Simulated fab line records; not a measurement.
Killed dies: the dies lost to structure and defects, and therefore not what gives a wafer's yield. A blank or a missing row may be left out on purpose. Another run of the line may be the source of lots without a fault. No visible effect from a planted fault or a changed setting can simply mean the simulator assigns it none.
Split-lot study | flow rit cmos | 5 lots, 23 wafers read, on a route of 202 steps

## ABOUT THE SPLIT
At RIT_NRETRO_COAT_01 (resist thk 1300 nm), the setting spin rpm was moved away from the recipe's 2000 rpm on 9 of the 23 wafers read, by -4.8% to +6.5%. The other wafers ran this setting at the recipe's value.

## FROM THE SPLIT TO THE READING: what the file shows between them, 3 steps
- RIT_NRETRO_SOFTBAKE_02: time 60 s
- RIT_NRETRO_EXPOSE_03: exposes mask M4, target cd 43900 nm
- RIT_NRETRO_DEVELOP_05: develop time 68 s

## THE READING
NOVOLAK_of_NRETRO_COAT_01.thk nm (the simulator's own value, which no gauge read), in nm, at RIT_NRETRO_HARDBAKE_07 (time 120 s). The file gives no usual value for it. The 14 wafers here that ran the recipe average 1138 nm, standard deviation 2.7 nm.

wafer  | tool, chamber at the split | spin rpm as run, rpm | against the recipe | NOVOLAK_of_NRETRO_COAT_01.thk nm, nm | against lot-mates on the recipe
L075.1 | litho track-01, 0          | 2000                 | recipe             | 1140                                 | -
L075.2 | litho track-01, 0          | 2000                 | recipe             | 1141                                 | -
L075.3 | litho track-01, 0          | 2130                 | +6.5%              | 1104                                 | -37
L075.5 | litho track-01, 0          | 2000                 | recipe             | 1143                                 | -
L075.6 | litho track-01, 0          | 2130                 | +6.5%              | 1106                                 | -35
L076.1 | litho track-03, 0          | 2068                 | +3.4%              | 1120                                 | -16
L076.2 | litho track-03, 0          | 2068                 | +3.4%              | 1119                                 | -17
L076.4 | litho track-03, 0          | 2000                 | recipe             | 1138                                 | -
L076.5 | litho track-03, 0          | 2000                 | recipe             | 1136                                 | -
L076.6 | litho track-03, 0          | 2000                 | recipe             | 1135                                 | -
L081.1 | litho track-02, 0          | 2000                 | recipe             | 1140                                 | -
L081.2 | litho track-02, 0          | 2000                 | recipe             | 1140                                 | -
L081.3 | litho track-02, 0          | 2000                 | recipe             | 1142                                 | -
L081.4 | litho track-02, 0          | 2056                 | +2.8%              | 1122                                 | -19
L081.6 | litho track-02, 0          | 2056                 | +2.8%              | 1124                                 | -17
L082.2 | litho track-03, 0          | 2000                 | recipe             | 1138                                 | -
L082.5 | litho track-03, 0          | 2000                 | recipe             | 1138                                 | -
L082.4 | litho track-03, 0          | 2000                 | recipe             | 1135                                 | -
L085.2 | litho track-02, 0          | 1904                 | -4.8%              | 1163                                 | +28
L085.4 | litho track-02, 0          | 1904                 | -4.8%              | 1163                                 | +28
L085.3 | litho track-02, 0          | 2000                 | recipe             | 1135                                 | -
L085.5 | litho track-02, 0          | 2000                 | recipe             | 1135                                 | -
L085.6 | litho track-02, 0          | 1904                 | -4.8%              | 1164                                 | +29

FIT RESULTS
A straight line over all 23 wafers: NOVOLAK_of_NRETRO_COAT_01.thk nm changes by -5.23 nm for each +1% of spin rpm; r = -0.99; the points scatter about the line by 2.3 nm.
The same after taking each lot's own level away (the mean of its wafers on the recipe; 23 wafers): -5.7 nm for each +1%; r = -1.00; scatter 1.5 nm.
The reading moves by 37 nm for the largest change in spin rpm, on that fit.
Measured against the standard deviation above, the lots' own levels, which go from 1135.0 to 1141.3 nm, span 2.4 times it.
Hence the lot-to-lot level has little effect on the slope; both slopes agree.
Check: for one of the wafers moved furthest among these (+6.5%), held out of the fit, the line's prediction against its lot-mates is -36.6 nm. It came out at -37.3 nm against them.

## THE OTHER SPLITS THESE WAFERS WENT THROUGH
Note: prior to the reading, these wafers also went through further splits. Each is held against what the fit with the lots' levels taken away leaves over:
other split on the same wafers      | wafers away from the commonest value | r with NOVOLAK_of_NRETRO_COAT_01.thk nm (lot level and that fit taken away)
RIT_ACTIVE_CVD_03 sih2cl2 flow sccm | 15                                   | -0.18
RIT_ACTIVE_COAT_06 spin rpm         | 4                                    | -0.42
RIT_ACTIVE_HARDBAKE_12 temp c       | 12                                   | +0.05
RIT_NWELL_IMPLANT_08 dose cm2       | 11                                   | -0.29
RIT_PWELL_IMPLANT_08 energy kev     | 8                                    | +0.26

## THE WHOLE CHAIN: every reading that the file lists as answering this split, in the file's order
step                   | what it does       | reading                                                                           | change (the file's fit)              | r (the file's)
RIT_NRETRO_COAT_01     | resist thk 1300 nm | NOVOLAK_of_NRETRO_COAT_01.thk nm (the simulator's own value, which no gauge read) | -6.49 nm for each +1% of the setting | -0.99
RIT_NRETRO_HARDBAKE_07 | time 120 s         | NOVOLAK_of_NRETRO_COAT_01.thk nm (the simulator's own value, which no gauge read) | -5.59 nm for each +1% of the setting | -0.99

## FILE'S OWN FIT
NOVOLAK_of_NRETRO_COAT_01.thk nm changes by -5.59 nm for each +1% of spin rpm, r = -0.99.
